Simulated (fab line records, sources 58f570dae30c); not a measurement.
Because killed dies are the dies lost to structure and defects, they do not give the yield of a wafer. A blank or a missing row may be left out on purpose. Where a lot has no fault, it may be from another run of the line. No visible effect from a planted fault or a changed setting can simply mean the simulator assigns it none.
A struck lot beside a sound one + flow berkeley_cmos170 + 14 out of 331 route steps
Sound: wafers L951.1, L951.2, L951.6. Struck: wafers L965.1, L965.2, L965.3. The cause is named last.
Each step with rows lists, per side, the tool, then ch with its chambers, then its first start. Under that, the readings that differ: sound wafers + struck wafers + difference of the means + sigmas: that difference in standard deviations of wafers without a fault.
alike: readings with means less than 2 such deviations apart, plus words and numbers identical on both sides. not compared: withheld readings, readings lacking a value on some wafer, bounds such as >300 that could conceal the same value, and numbers that have no deviation in the record and whose values overlap.
A row with sigmas, a row that says differs or no value, or rows on one side alone: a step with any of these is where the two part. When numbers do not overlap yet have no deviation, they are printed without sigmas and do not part them. Lack of a reading on every wafer of one side parts them only where that side has two or more wafers.

first, 3 steps without rows for these wafers: UCB170_ACTIVE_CLEAN_00 (cleans in SPM, time 600 s); UCB170_ACTIVE_CLEAN_01 (cleans in dHF, time 60 s); UCB170_ACTIVE_OXIDATION_02 (target thk 26.4 nm, ox time 1260 s).
UCB170_ACTIVE_THK_MEAS_03:
  sound on film_metro-01 at day 4 04:52; struck on film_metro-04 at day 7 05:12
  alike: ACTIVE_OXIDE_THK
then, 2 steps without rows for these wafers: UCB170_ACTIVE_ANNEAL_04 (time 900 s); UCB170_ACTIVE_CVD_05 (deposits Si3N4 from SiH2Cl2/NH3, target thk 220 nm, time 3300 s).
UCB170_ACTIVE_THK_MEAS_06:
  sound on film_metro-01 at day 4 10:18; struck on film_metro-03 at day 7 11:34
| reading                 | sound             | struck            | difference | sigmas |
|-------------------------|-------------------|-------------------|------------|--------|
| ACTIVE_NITRIDE_THK (nm) | 222.5 222.7 222.5 | 218.9 218.9 217.4 | -4.2       | -2     |
then, 5 steps without rows for these wafers: UCB170_ACTIVE_HMDS_07 (prime time 60 s); UCB170_ACTIVE_COAT_08 (resist thk 900 nm); UCB170_ACTIVE_SOFTBAKE_09 (time 60 s); UCB170_ACTIVE_EXPOSE_10 (exposes mask ACTIVE, target cd 1200 nm); UCB170_ACTIVE_PEB_11.
UCB170_ACTIVE_DEVELOP_12: develop time 45 s.
  struck on litho_track-01, day 7 12:00; sound on litho_track-02 ch 0, day 4 11:00
  no value came back on the struck wafers for chill_plate_temp_C (C), develop_time_s (s); on the sound wafers chill_plate_temp_C (C) reads 23.02 22.86 23.09
| reading                                 | sound             | struck            | difference | sigmas |
|-----------------------------------------|-------------------|-------------------|------------|--------|
| model.KrF_of_ACTIVE_COAT_08.thk_nm (nm) | 885.9 885.6 886.1 | 901.8 899.2 904.3 | +15.9      |        |
UCB170_ACTIVE_CD_MEAS_13: target cd 1200 nm.
  sound on cd_sem-01 at day 4 12:04; struck on cd_sem-01 at day 7 13:07
| reading    | sound                | struck | difference                    | sigmas |
|------------|----------------------|--------|-------------------------------|--------|
| cd_nm (nm) | 1200.5 1199.6 1200.2 | - - -  | no value on the struck wafers |        |

WHERE THEY PART
Last at UCB170_ACTIVE_CD_MEAS_13 as far as this record goes, first at UCB170_ACTIVE_THK_MEAS_06.

WHY: the cause the simulator had injected
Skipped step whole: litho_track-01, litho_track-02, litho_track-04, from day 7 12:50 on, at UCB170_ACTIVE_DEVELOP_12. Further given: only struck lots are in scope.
